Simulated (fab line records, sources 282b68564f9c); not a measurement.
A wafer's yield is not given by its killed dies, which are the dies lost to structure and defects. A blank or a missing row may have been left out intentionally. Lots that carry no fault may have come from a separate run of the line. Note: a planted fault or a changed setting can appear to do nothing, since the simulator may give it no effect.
Problem report in the 8D (eight disciplines) form, filled by code || flow rit_cmos || the parts of the form that need people (team, actions taken, sign-off) are left out

== 1. WHAT WENT WRONG ==
killed_at_front_end at RIT_M1_PROBE_99 reads a mean of 35 on 3 wafers of 2 lots; wafers without a fault read 6 with a standard deviation of 3.1. That is +9.5 standard deviations from the usual mean.
Seen first at day 4 10:01 on prober-02, wafer L364.3. The record has a number at this step for 15 wafers belonging to 5 lots. The rule behind "out" and "out of limits": a value lying over 4 standard deviations away from the usual mean. All remaining wafers that have a number are taken as sound.

== 2. WHAT IT IS, AND WHAT IT ISN'T ==
{"question": "which readings at this step", "is": "killed_at_front_end, killed_dies, killed_on_rim", "is not": "killed_at_contacts, killed_open, killed_short"}
{"question": "which lots", "is": "L364, L371", "is not": "L363, L367, L375"}
{"question": "which wafers of those lots", "is": "L364.3, L371.1, L371.6", "is not": "L364.2, L364.4, L371.5"}
{"question": "read on which tools", "is": "prober-01, prober-02", "is not": "-"}
{"question": "when", "is": "from day 4 10:01", "is not": "up to then (4 sound wafers); but 8 sound wafers of L364, L367, L371, L375 came after"}

== 3. WHAT RULES OUT EACH SUSPECT ==
Counting: any tool at a process step up to the reading remains a suspect provided it ran every lot that is out. Sound lots after the first of them don't rule it out here, since some wafers of a struck lot are sound.
- plasma_asher-04 at RIT_NLDD_STRIP_09 (strips in O2, time 180 s): kept. It processed each lot that is out (first: L364, day 3 18:56); up to then, its last sound lot is L363 (day 3 13:42).
- The sound lot-mates ran in chamber 1 of plasma_asher-04 at RIT_NLDD_STRIP_09, but the wafers that are out ran in chamber 0.
After counting, what remains is plasma_asher-04 at RIT_NLDD_STRIP_09.

== 4. THE CAUSE (what the simulator had put in) ==
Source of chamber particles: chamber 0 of plasma_asher-04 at RIT_NLDD_STRIP_09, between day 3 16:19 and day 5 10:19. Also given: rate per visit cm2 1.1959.
After counting, this tool was the only one left.

== 5. THE EFFECT CHAIN, in route order ==
Each row: a reading whose mean over the struck wafers that have a number lies more than 3 standard deviations from the usual. Readings are gone through only where the record gives a usual standard deviation; hours: the median, over the lots, of the time from a lot's start at the first step in this table giving one to that lot's start at this step; sigmas: the change measured in usual standard deviations.
{"hours": 0, "step": "RIT_M1_PROBE_99", "reading": "killed_at_front_end", "usual": 6, "on struck wafers": 35, "change": "+29", "sigmas": "+9.5"}
{"hours": 0, "step": "RIT_M1_PROBE_99", "reading": "killed_dies", "usual": 6, "on struck wafers": 35, "change": "+29", "sigmas": "+9.5"}
{"hours": 0, "step": "RIT_M1_PROBE_99", "reading": "killed_on_rim", "usual": 1.7, "on struck wafers": 10.3, "change": "+8.6", "sigmas": "+5.8"}
Its process steps:
- RIT_M1_PROBE_99

== 6. HOW IT WOULD HAVE BEEN CAUGHT EARLIER ==
First out-of-limits reading in this record: day 4 10:01, which is 18 hours after fault onset at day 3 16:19.
Tool readings at RIT_NLDD_STRIP_09 with a usual standard deviation given in the record: none out on any struck wafer, hence no alarm at a limit of 4 standard deviations on them.
Of the lots that are out (2), L371 began RIT_NLDD_STRIP_09 on plasma_asher-04 after day 4 10:01. Putting the tool on hold at that point would have spared it.
